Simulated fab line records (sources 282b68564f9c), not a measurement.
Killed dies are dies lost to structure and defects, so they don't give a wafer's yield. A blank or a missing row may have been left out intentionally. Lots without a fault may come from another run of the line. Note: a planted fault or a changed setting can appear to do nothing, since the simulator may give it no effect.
Chamber matching    flow rit-cmos    4 sister chambers for RIT_GATE_ETCH_19 on rie-si-02
The step etches poly-Si in SF6/CHF3/O2, stops on SiO2, time 165 s, target depth 312.5 nm. 15 wafers are shown with their chamber, then 7 later ones without.

## WAFERS WITH THEIR CHAMBER
wafer   chamber  drypump-motor-current-A (A)  throttle-valve-pct (%)  run-length-s (s)
L728.2  3        5.7                          10.26                   193.4
L728.3  2        6.7                          10.49                   193.3
L728.5  0        5.7                          10.08                   192.9
L730.1  3        5.7                          10.25                   193.7
L730.4  0        5.6                          10.11                   192.7
L730.6  0        5.6                          10.10                   192.6
L732.4  0        5.6                          10.11                   192.7
L732.5  0        5.6                          10.09                   193.0
L732.6  3        5.7                          10.26                   193.5
L734.1  2        6.7                          10.49                   193.4
L734.2  1        4.9                          10.16                   193.6
L734.3  0        5.6                          10.10                   193.0
L738.1  0        5.7                          10.09                   193.0
L738.3  1        4.9                          10.15                   193.5
L738.5  0        5.6                          10.10                   192.9

SIGNATURES (averages over the wafers above)
reading                  chamber 0  chamber 1  chamber 2  chamber 3  scatter within a chamber
drypump-motor-current-A  5.625      4.900      6.700      5.700      0.0369
throttle-valve-pct       10.0975    10.1550    10.4900    10.2567    0.00888
run-length-s             192.850    193.550    193.350    193.533    0.147
Rule: for a wafer and a chamber, the distance is found by dividing, reading by reading, the gap between the wafer's reading and the chamber's mean by the reading's scatter, squaring, summing and taking the root. The wafer belongs to the nearest chamber; if the next one is less than 2 further off, it can't be placed. The scatter: the root of (the sum of the squares of (reading less its chamber's mean) over the shown wafers, divided by (wafers less chambers)).

## WAFERS WITHOUT THEIR CHAMBER
wafer   drypump-motor-current-A (A)  throttle-valve-pct (%)  run-length-s (s)
L740.2  5.0                          10.15                   194.2
L740.4  5.7                          10.25                   193.6
L740.5  6.7                          10.48                   193.5
L748.1  6.7                          10.49                   193.4
L748.6  4.9                          10.15                   193.8
L750.1  6.7                          10.51                   193.5
L750.4  4.9                          10.14                   193.7

## WHICH CHAMBER EACH WENT THROUGH
wafer   from the rows above  in truth
L740.2  1                    1
L740.4  3                    3
L740.5  2                    2
L748.1  2                    2
L748.6  1                    1
L750.1  2                    2
L750.4  1                    1
7 of 7 placed correctly. Can't be placed from these rows: 0. Number placed wrongly: 0.
